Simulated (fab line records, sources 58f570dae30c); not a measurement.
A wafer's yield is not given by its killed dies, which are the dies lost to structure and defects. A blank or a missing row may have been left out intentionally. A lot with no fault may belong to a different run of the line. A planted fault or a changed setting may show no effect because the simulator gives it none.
Lot-split experiment || flow berkeleyCmos170 || 23 wafers read from 5 lots, route of 331 steps

ABOUT THE SPLIT
At UCB170_M3_METAL_ETCH_18 (etches Al in Cl2/BCl3, stops on SiO2, target depth 1170 nm, time 195 s), the setting icpW was moved away from the recipe's 600 W on 8 of the 23 wafers read, by -11.3% to +3.5%. All remaining wafers had this setting at the recipe value.

The reading comes from the split's own step.

THE READING
SiO2_of_V2_CVD_00.thkNm (the simulator's own value, which no gauge read), in nm, at UCB170_M3_METAL_ETCH_18 (etches Al in Cl2/BCl3, stops on SiO2, target depth 1170 nm, time 195 s). The file does not state a usual value for it. Here, 15 wafers ran the recipe; their average is 938.5 nm with a standard deviation of 0.95 nm.

{"wafer": "L074.1", "tool, chamber at the split": "rieMetal-01, 0", "icpW as run, W": 600, "against the recipe": "recipe", "SiO2_of_V2_CVD_00.thkNm, nm": 938, "against lot-mates on the recipe": "-"}
{"wafer": "L074.5", "tool, chamber at the split": "rieMetal-01, 0", "icpW as run, W": 600, "against the recipe": "recipe", "SiO2_of_V2_CVD_00.thkNm, nm": 937.8, "against lot-mates on the recipe": "-"}
{"wafer": "L074.6", "tool, chamber at the split": "rieMetal-01, 1", "icpW as run, W": 600, "against the recipe": "recipe", "SiO2_of_V2_CVD_00.thkNm, nm": 937.7, "against lot-mates on the recipe": "-"}
{"wafer": "L076.1", "tool, chamber at the split": "rieMetal-02, 0", "icpW as run, W": 559.4, "against the recipe": "-6.8%", "SiO2_of_V2_CVD_00.thkNm, nm": 940.9, "against lot-mates on the recipe": "+2.1"}
{"wafer": "L076.3", "tool, chamber at the split": "rieMetal-02, 1", "icpW as run, W": 600, "against the recipe": "recipe", "SiO2_of_V2_CVD_00.thkNm, nm": 938.6, "against lot-mates on the recipe": "-"}
{"wafer": "L076.4", "tool, chamber at the split": "rieMetal-02, 0", "icpW as run, W": 559.4, "against the recipe": "-6.8%", "SiO2_of_V2_CVD_00.thkNm, nm": 942.7, "against lot-mates on the recipe": "+3.9"}
{"wafer": "L076.5", "tool, chamber at the split": "rieMetal-02, 1", "icpW as run, W": 600, "against the recipe": "recipe", "SiO2_of_V2_CVD_00.thkNm, nm": 939, "against lot-mates on the recipe": "-"}
{"wafer": "L076.6", "tool, chamber at the split": "rieMetal-02, 0", "icpW as run, W": 559.4, "against the recipe": "-6.8%", "SiO2_of_V2_CVD_00.thkNm, nm": 941.2, "against lot-mates on the recipe": "+2.4"}
{"wafer": "L083.1", "tool, chamber at the split": "rieMetal-03, 0", "icpW as run, W": 600, "against the recipe": "recipe", "SiO2_of_V2_CVD_00.thkNm, nm": 939.2, "against lot-mates on the recipe": "-"}
{"wafer": "L083.3", "tool, chamber at the split": "rieMetal-03, 0", "icpW as run, W": 600, "against the recipe": "recipe", "SiO2_of_V2_CVD_00.thkNm, nm": 939, "against lot-mates on the recipe": "-"}
{"wafer": "L083.4", "tool, chamber at the split": "rieMetal-03, 1", "icpW as run, W": 600, "against the recipe": "recipe", "SiO2_of_V2_CVD_00.thkNm, nm": 939.9, "against lot-mates on the recipe": "-"}
{"wafer": "L083.5", "tool, chamber at the split": "rieMetal-03, 1", "icpW as run, W": 600, "against the recipe": "recipe", "SiO2_of_V2_CVD_00.thkNm, nm": 939.1, "against lot-mates on the recipe": "-"}
{"wafer": "L083.6", "tool, chamber at the split": "rieMetal-03, 0", "icpW as run, W": 600, "against the recipe": "recipe", "SiO2_of_V2_CVD_00.thkNm, nm": 940.8, "against lot-mates on the recipe": "-"}
{"wafer": "L085.1", "tool, chamber at the split": "rieMetal-01, 0", "icpW as run, W": 532.4, "against the recipe": "-11.3%", "SiO2_of_V2_CVD_00.thkNm, nm": 941.3, "against lot-mates on the recipe": "+3.8"}
{"wafer": "L085.2", "tool, chamber at the split": "rieMetal-01, 1", "icpW as run, W": 532.4, "against the recipe": "-11.3%", "SiO2_of_V2_CVD_00.thkNm, nm": 941.9, "against lot-mates on the recipe": "+4.4"}
{"wafer": "L085.4", "tool, chamber at the split": "rieMetal-01, 0", "icpW as run, W": 532.4, "against the recipe": "-11.3%", "SiO2_of_V2_CVD_00.thkNm, nm": 941.7, "against lot-mates on the recipe": "+4.2"}
{"wafer": "L085.5", "tool, chamber at the split": "rieMetal-01, 1", "icpW as run, W": 600, "against the recipe": "recipe", "SiO2_of_V2_CVD_00.thkNm, nm": 937.8, "against lot-mates on the recipe": "-"}
{"wafer": "L085.6", "tool, chamber at the split": "rieMetal-01, 0", "icpW as run, W": 600, "against the recipe": "recipe", "SiO2_of_V2_CVD_00.thkNm, nm": 937.3, "against lot-mates on the recipe": "-"}
{"wafer": "L084.1", "tool, chamber at the split": "rieMetal-02, 1", "icpW as run, W": 600, "against the recipe": "recipe", "SiO2_of_V2_CVD_00.thkNm, nm": 938.4, "against lot-mates on the recipe": "-"}
{"wafer": "L084.2", "tool, chamber at the split": "rieMetal-02, 0", "icpW as run, W": 620.9, "against the recipe": "+3.5%", "SiO2_of_V2_CVD_00.thkNm, nm": 935.2, "against lot-mates on the recipe": -2.8}
{"wafer": "L084.4", "tool, chamber at the split": "rieMetal-02, 1", "icpW as run, W": 620.9, "against the recipe": "+3.5%", "SiO2_of_V2_CVD_00.thkNm, nm": 935, "against lot-mates on the recipe": -3.0}
{"wafer": "L084.5", "tool, chamber at the split": "rieMetal-02, 1", "icpW as run, W": 600, "against the recipe": "recipe", "SiO2_of_V2_CVD_00.thkNm, nm": 937.2, "against lot-mates on the recipe": "-"}
{"wafer": "L084.6", "tool, chamber at the split": "rieMetal-02, 0", "icpW as run, W": 600, "against the recipe": "recipe", "SiO2_of_V2_CVD_00.thkNm, nm": 938.4, "against lot-mates on the recipe": "-"}

THE FIT
A straight line over all 23 wafers: SiO2_of_V2_CVD_00.thkNm changes by -0.374 nm for each +1% of icpW; r = -0.83; the points scatter about the line by 1.2 nm.
The same after taking each lot's own level away (the mean of its wafers on the recipe; 23 wafers): -0.414 nm for each +1%; r = -0.94; scatter 0.69 nm.
That fit puts the effect of the largest move of icpW on the reading at 4.7 nm.
Measured against the standard deviation above, the lots' own levels, which go from 937.55 to 939.60 nm, span 2.2 times it.
So the lot-to-lot level changes the slope little: the two slopes agree.
Check: for one of the wafers moved furthest among these (-11.3%), held out of the fit, the line's prediction against its lot-mates is +4.68 nm. It came out at +3.75 nm against them.

ADDITIONAL SPLITS CARRIED BY THESE WAFERS
Before the reading, these wafers also passed through other splits. Each is held against what the fit with the lots' levels taken away leaves over:
{"other split on the same wafers": "UCB170_M2_SPUTTER_01 timeS", "wafers away from the commonest value": 8, "r with SiO2_of_V2_CVD_00.thkNm (lot level and that fit taken away)": -0.22}
{"other split on the same wafers": "UCB170_V2_CVD_00 timeS", "wafers away from the commonest value": 10, "r with SiO2_of_V2_CVD_00.thkNm (lot level and that fit taken away)": -0.18}
{"other split on the same wafers": "UCB170_V2_ETCH_14 timeS", "wafers away from the commonest value": 7, "r with SiO2_of_V2_CVD_00.thkNm (lot level and that fit taken away)": "+0.15"}
{"other split on the same wafers": "UCB170_M3_COAT_10 spinRpm", "wafers away from the commonest value": 11, "r with SiO2_of_V2_CVD_00.thkNm (lot level and that fit taken away)": "+0.03"}

THE WHOLE CHAIN: every reading that the file lists as answering this split, in the file's order
{"step": "UCB170_M3_METAL_ETCH_18", "what it does": "etches Al in Cl2/BCl3, stops on SiO2, target depth 1170 nm, time 195 s", "reading": "SiO2_of_V2_CVD_00.thkNm (the simulator's own value, which no gauge read)", "change (the file's fit)": "-0.406 nm for each +1% of the setting", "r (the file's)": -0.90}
{"step": "UCB170_M3_METAL_ETCH_18", "what it does": "etches Al in Cl2/BCl3, stops on SiO2, target depth 1170 nm, time 195 s", "reading": "KrF_of_M3_COAT_10.thkNm (the simulator's own value, which no gauge read)", "change (the file's fit)": "-6.19 nm for each +1% of the setting, in a fit together with spinRpm@M3_COAT_10", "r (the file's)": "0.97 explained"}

FILE'S OWN FIT
SiO2_of_V2_CVD_00.thkNm changes by -0.406 nm for each +1% of icpW, r = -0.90.
